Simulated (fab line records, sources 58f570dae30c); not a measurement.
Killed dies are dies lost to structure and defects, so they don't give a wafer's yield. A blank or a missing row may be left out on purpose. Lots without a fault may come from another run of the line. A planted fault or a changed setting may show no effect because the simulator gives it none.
fab line records | flow berkeley_cmos170
record lots=14 wafers=42 last_day=12
route steps=331 shown NWELL@22
lots that met no fault: from a run of the same line without faults
start_h: hours from the record's first day to the start of the lot's first wafer shown | wait_h: hours since the lot's step before | " the same as in the row above | L1.1+2: a row that stands for several wafers | - no value, or no start given | * or withheld: withheld | < > ~ a bound
route shown NAME@n: a module of which the file shows steps, and the number in the route of the first | usual: mean/standard deviation of fault-free wafers | same: alike in all rows | chamber/n: place in a boat | sites: the reading at each site | _std_site: their standard deviation | _edge_site: outer sites' mean less inner sites' | radius_mm: how far each site lies from the wafer's centre | mask NAME#n: copy n | behind: the tool/chamber that last shaped the wafer | hold: why the lot was held/for how many hours/how that ended | device: the transistor (n, p or np) that didn't switch | end of line: the same wafers' tests at the end of the route | a step without rows: its recipe alone | killed: dies lost to structure and defects at the first sort, not the wafer's yield | map: a wafer's dies, x killed, . not, _ none there
set.NAME: the setting as run; set.NAME@STEP: as run at that earlier step | model.NAME: the simulator's own value behind a step, which no gauge read
steps of the route over a sample of lots; a table a step, a row a wafer
services: from which hour (start_h, from the record's first day; less than 0 if before it) a tool's chamber was out of use, for how many hours, and why
## steps
# step UCB170_NWELL_SOFTBAKE_08
# recipe resist=KrF temp_c=130 time_s=60
# usual exhaust_pa=44.9/0.89 heater_power_total_W=56.80/0.048 plate_temp_C=130.00/0.13 resist_line_temp_C=22.98/0.11
# columns lot.wafer tool chamber start_h wait_h exhaust_pa heater_power_total_W plate_temp_C resist_line_temp_C
L745.2 litho_track-02 0 31.13 0.1 45.3 56.79 129.93 22.90
L745.3 " 0 " " 44.5 56.76 130.06 22.96
L745.6 " 0 " " 44.5 56.83 130.03 22.96
L746.1 litho_track-03 0 39.22 0.1 42.6 56.80 130.08 22.94
L746.4 " 0 " " 43.7 56.79 129.92 22.96
L746.5 " 0 " " 45.1 56.78 130.04 23.03
L748.1 litho_track-01 0 46.17 0.1 43.3 56.82 130.18 22.90
L748.2 " 0 " " 43.9 56.73 130.14 22.83
L748.5 " 0 " " 44.4 56.81 129.96 22.91
L747.2 litho_track-02 0 46.17 0.1 45.0 56.79 130.12 22.97
L747.4 " 0 " " 46.1 56.81 129.99 22.94
L747.5 " 0 " " 45.9 56.84 130.11 22.95
L750.2 litho_track-03 0 55.74 0.1 45.2 56.85 130.05 23.29
L750.3 " 0 " " 45.8 56.85 130.19 23.21
L750.5 " 0 " " 46.1 56.82 129.74 23.18
L751.1 litho_track-03 0 65.14 0.1 45.4 56.78 130.07 23.09
L751.4 " 0 " " 46.0 56.79 130.07 23.12
L751.5 " 0 " " 45.9 56.83 130.05 22.97
L760.1 litho_track-02 0 105.67 0.1 45.8 47.14 112.80 23.09
L760.2 " 0 " " 46.1 47.13 112.76 23.07
L760.3 " 0 " " 45.3 47.10 112.80 23.10
L759.2 litho_track-03 0 105.69 0.1 44.3 56.72 130.18 23.04
L759.3 " 0 " " 44.1 56.78 130.22 23.12
L759.6 " 0 " " 44.2 56.82 130.11 22.99
L761.1 litho_track-02 0 111.83 0.1 45.8 47.11 112.87 22.80
L761.2 " 0 " " 45.3 47.09 112.88 23.10
L761.4 " 0 " " 45.1 47.15 112.81 22.93
L762.1 litho_track-01 0 120.93 0.1 44.8 56.71 129.79 22.98
L762.4 " 0 " " 44.4 56.76 129.72 22.95
L762.5 " 0 " " 45.5 56.85 129.86 23.15
L763.4 litho_track-03 0 121.08 0.1 45.0 56.86 129.84 22.95
L763.5 " 0 " " 45.7 56.83 129.97 23.02
L763.6 " 0 " " 44.5 56.76 129.91 23.12
L766.1 litho_track-01 0 138.49 0.1 43.2 56.88 129.90 23.05
L766.3 " 0 " " 43.8 56.74 129.96 22.96
L766.5 " 0 " " 45.2 56.78 130.03 23.07
L767.2 litho_track-03 0 138.55 0.1 44.4 56.88 129.79 22.94
L767.3 " 0 " " 44.2 56.81 129.75 23.04
L767.4 " 0 " " 44.3 56.75 129.96 23.10
L768.2 litho_track-01 0 149.21 0.1 42.9 56.83 129.98 22.88
L768.3 " 0 " " 44.9 56.79 130.15 23.02
L768.6 " 0 " " 43.1 56.79 130.25 22.96
# step UCB170_NWELL_STRIP_15
# recipe chemistry=O2 power_w=400 pressure_mtorr=3500 platen_temp_c=withheld o2_flow_sccm=400 overash_fraction=0.5
# usual drypump_motor_current_A=5.6/0.4 oes_product_au=0.721/0.0048 strip_time_to_endpoint_s=18.01/0.086
# columns lot.wafer tool chamber start_h wait_h drypump_motor_current_A oes_product_au rf_hours_counter_h strip_time_to_endpoint_s
L745.2 plasma_asher-02 1 32.06 0.1 5.9 0.723 33 18.07
L745.3 " 0 " " 5.7 0.726 - 17.92
L745.6 " 1 " " 5.9 0.725 - 17.89
L746.1 plasma_asher-01 0 40.18 0.1 5.1 0.713 32 17.93
L746.4 " 1 " " 6.3 0.726 - 18.00
L746.5 " 1 " " 6.2 0.716 - 18.05
L747.2 plasma_asher-04 1 47.56 0.2 5.2 0.720 25 17.88
L747.4 " 1 " " 5.2 0.719 - 18.00
L747.5 " 0 " " 5.4 0.717 - 17.95
L748.1 plasma_asher-02 0 47.69 0.1 5.7 0.727 35 17.99
L748.2 " 1 " " 5.9 0.711 35 18.11
L748.5 " 0 " " 5.7 0.717 - 18.09
L750.2 plasma_asher-02 1 56.82 0.1 5.9 0.716 36 18.06
L750.3 " 0 " " 5.7 0.719 - 18.09
L750.5 " 1 " " 5.9 0.710 - 18.07
L751.1 plasma_asher-01 1 66.19 0.1 6.3 0.714 35 18.07
L751.4 " 1 " " 6.3 0.717 - 18.07
L751.5 " 0 " " 5.1 0.720 - 17.97
L759.2 plasma_asher-04 0 106.62 0.1 5.4 0.715 31 18.17
L759.3 " 0 " " 5.4 0.727 - 18.18
L759.6 " 1 " " 5.2 0.718 - 18.04
L760.1 plasma_asher-01 0 106.74 0.1 5.1 0.722 39 18.24
L760.2 " 1 " " 6.2 0.717 39 18.39
L760.3 " 1 " " 6.2 0.715 - 18.33
L761.1 plasma_asher-04 1 112.66 0.1 5.2 0.723 32 18.51
L761.2 " 0 " " 5.5 0.720 32 18.35
L761.4 " 0 " " 5.4 0.713 - 18.49
L762.1 plasma_asher-04 1 121.76 0.1 5.2 0.728 34 18.03
L762.4 " 1 " " 5.2 0.715 - 18.05
L762.5 " 0 " " 5.4 0.711 - 18.03
L763.4 plasma_asher-02 1 122.06 0.1 5.9 0.722 - 18.06
L763.5 " 1 " " 5.9 0.716 - 18.16
L763.6 " 0 " " 5.7 0.719 - 18.04
L766.1 plasma_asher-01 0 139.45 0.1 5.1 0.720 2 18.00
L766.3 " 0 " " 5.1 0.718 - 18.00
L766.5 " 1 " " 6.2 0.728 - 17.90
L767.2 plasma_asher-04 0 139.71 0.1 5.4 0.716 36 18.03
L767.3 " 1 " " 5.2 0.720 - 18.17
L767.4 " 0 " " 5.4 0.725 - 18.06
L768.2 plasma_asher-04 0 150.35 0.1 5.5 0.719 37 18.16
L768.3 " 1 " " 5.2 0.725 - 18.06
L768.6 " 1 " " 5.2 0.717 - 18.13
## services
# columns tool chamber start_h hours kind
plasma_asher-02 - 42.24 1.2 repair
plasma_asher-02 - 71.74 2.8 repair
plasma_asher-01 - 108.75 9.0 pm
plasma_asher-01 0 108.75 9.0 vent_cycle
plasma_asher-01 1 108.75 9.0 vent_cycle
plasma_asher-01 0 117.75 - clean
plasma_asher-01 1 117.75 - clean
plasma_asher-01 - 129.42 0.8 repair
plasma_asher-04 - 137.57 0.8 repair
## key
first_sign step=UCB170_NWELL_SOFTBAKE_08 reading=heater_power_total_W direction=down sigmas=99+ usual=56.80 struck=47.12
effect step=UCB170_NWELL_SOFTBAKE_08 reading=plate_temp_C direction=down sigmas=99+ usual=* struck=*
effect step=UCB170_NWELL_STRIP_15 reading=strip_time_to_endpoint_s direction=up sigmas=4.3 usual=* struck=*
met_at UCB170_NWELL_SOFTBAKE_08
struck_lots L760,L761
tester_left_out L760,L761
onset_between 46.17 105.67
fault kind=process_parameter_drift tool=litho_track-02 chamber=- onset_h=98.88 steps=UCB170_NWELL_SOFTBAKE_08 channel=temp_c offset=* shape=step end_h=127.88 acts_in=* stated=*
# tester_left_out: of these lots the tester's yield and bins aren't shown, on N5 and GAA mostly nor the transistor test; their killed dies are dies lost to structure and defects alone, not to doping, threshold or leakage, so they don't give the yield
